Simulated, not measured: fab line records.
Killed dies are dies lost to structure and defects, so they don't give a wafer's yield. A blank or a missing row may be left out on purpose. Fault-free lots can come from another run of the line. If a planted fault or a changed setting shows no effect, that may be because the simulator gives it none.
Which of the tools did it? / flow rit cmos / Sampling: 7 lots, 21 wafers, 3 of 202 route steps

WHAT EACH GAUGE READ, for each wafer
RIT_NSD_TW_MEAS_10.
lot=L202; measured=day 3 20:08; on=film metro-02; NSD_TW=3120 3119 3142
lot=L206; measured=day 4 14:59; on=film metro-01; NSD_TW=3158 3138 3152
lot=L209; measured=day 5 04:17; on=film metro-01; NSD_TW=3137 3143 3136
lot=L212; measured=day 5 17:13; on=film metro-02; NSD_TW=3127 3156 3141
lot=L215; measured=day 6 10:29; on=film metro-02; NSD_TW=3144 3139 3133
lot=L219; measured=day 7 01:07; on=film metro-01; NSD_TW=3395 3403 3392
lot=L222; measured=day 7 21:44; on=film metro-02; NSD_TW=3132 3124 3114

TOOL THAT RAN EACH LOT (tool first, then ch and the chambers of the sampled wafers, then the start)
lot=L202; RIT_PLDD_STRIP_09=plasma asher-02 ch 0,1, day 3 16:02; RIT_NSD_IMPLANT_08=implanter-01 ch 0, day 3 19:49
lot=L206; RIT_PLDD_STRIP_09=plasma asher-04 ch 0, day 4 10:54; RIT_NSD_IMPLANT_08=implanter-02 ch 0, day 4 14:40
lot=L209; RIT_PLDD_STRIP_09=plasma asher-03 ch 0,1, day 5 00:07; RIT_NSD_IMPLANT_08=implanter-01 ch 0, day 5 03:58
lot=L212; RIT_PLDD_STRIP_09=plasma asher-02 ch 0,1, day 5 12:47; RIT_NSD_IMPLANT_08=implanter-02 ch 0, day 5 16:56
lot=L215; RIT_PLDD_STRIP_09=plasma asher-04 ch 0,1, day 6 04:29; RIT_NSD_IMPLANT_08=implanter-02 ch 0, day 6 10:10
lot=L219; RIT_PLDD_STRIP_09=plasma asher-04 ch 0, day 6 19:52; RIT_NSD_IMPLANT_08=implanter-01 ch 0, day 7 00:47
lot=L222; RIT_PLDD_STRIP_09=plasma asher-04 ch 0,1, day 7 17:41; RIT_NSD_IMPLANT_08=implanter-03 ch 0, day 7 21:26
- RIT_PLDD_STRIP_09: strips in O2, time 180 s.
- RIT_NSD_IMPLANT_08

THE ANSWER, worked out from the rows above alone
Rule: the usual values come from the lots themselves. Put in order of their means at a reading, lots are off if they are a third of the lots or fewer, leave a main group of 4 or more, and stand apart from it by a gap of 3 or more times the standard deviation of the main group's means; of several such gaps the widest counts. Not used: any main group whose means are identical at the precision the tables above print for the reading. A lot without any number at a reading at which 4 lots or more have one is off too. The other lots that the step has rows for count as sound.
Off: L219, at RIT_NSD_TW_MEAS_10 (NSD_TW). The main group: mean 3136, standard deviation 8.8.
A tool fits if, at a process step before that reading, it ran every lot that is off, and no sound lot after the first of them. Gauges at RIT_NSD_TW_MEAS_10: tried the same way as those tools. Undecided on this evidence; 2 tools fit (implanter-01 at RIT_NSD_IMPLANT_08, film metro-01 at RIT_NSD_TW_MEAS_10).

WHAT THE SIMULATOR HAD INSERTED
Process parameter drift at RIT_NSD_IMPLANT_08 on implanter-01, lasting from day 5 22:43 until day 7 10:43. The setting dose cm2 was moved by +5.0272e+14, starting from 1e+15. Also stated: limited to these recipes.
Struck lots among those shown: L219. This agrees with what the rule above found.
